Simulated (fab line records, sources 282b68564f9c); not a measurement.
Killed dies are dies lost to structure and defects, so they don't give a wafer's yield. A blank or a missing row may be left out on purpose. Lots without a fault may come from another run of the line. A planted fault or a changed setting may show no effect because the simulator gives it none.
Chamber matching | flow rit_cmos | RIT_SPACER_ETCHBACK_05 on rie_diel-02: 4 sister chambers
The step etches Si3N4 in SF6/CHF3, stops on SiO2, target depth 250 nm, time 240 s. 7 wafers are shown with their chamber, then 7 later ones without.

WAFERS WITH THEIR CHAMBER
wafer  | chamber | drypump_motor_current_A (A) | throttle_valve_pct (%)
L623.5 | 3       | 5.5                         | 10.30
L624.5 | 0       | 5.7                         | 10.20
L633.1 | 2       | 5.4                         | 10.31
L633.2 | 3       | 5.5                         | 10.30
L633.5 | 2       | 5.4                         | 10.31
L637.2 | 0       | 5.6                         | 10.21
L637.3 | 1       | 6.1                         | 10.15

WAFERS WITHOUT THEIR CHAMBER
wafer  | drypump_motor_current_A (A) | throttle_valve_pct (%)
L637.6 | 6.1                         | 10.17
L643.2 | 5.5                         | 10.31
L643.5 | 5.5                         | 10.31
L643.6 | 5.7                         | 10.22
L644.2 | 5.4                         | 10.32
L644.4 | 5.6                         | 10.22
L644.6 | 5.5                         | 10.30

WHICH CHAMBER EACH WENT THROUGH
wafer  | from the rows above     | in truth
L637.6 | 1                       | 1
L643.2 | can't be placed: 3 or 2 | 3
L643.5 | can't be placed: 3 or 2 | 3
L643.6 | 0                       | 0
L644.2 | 2                       | 2
L644.4 | 0                       | 0
L644.6 | 3                       | 3
Placed correctly: 5 of 7. Can't be placed from these rows: 2 (the true chamber is among the candidates in 2). Placed wrongly: 0.
How it was worked out, from the rows above alone: a wafer's distance from a chamber is the root of the sum, over the readings, of the square of ((its reading less the chamber's mean) divided by the reading's scatter). The wafer belongs to the nearest chamber; if the next one is less than 2 further off, it can't be placed. A chamber's mean is the mean of its shown wafers. The scatter: the root of (the sum of the squares of (reading less its chamber's mean) over the shown wafers, divided by (wafers less chambers)).
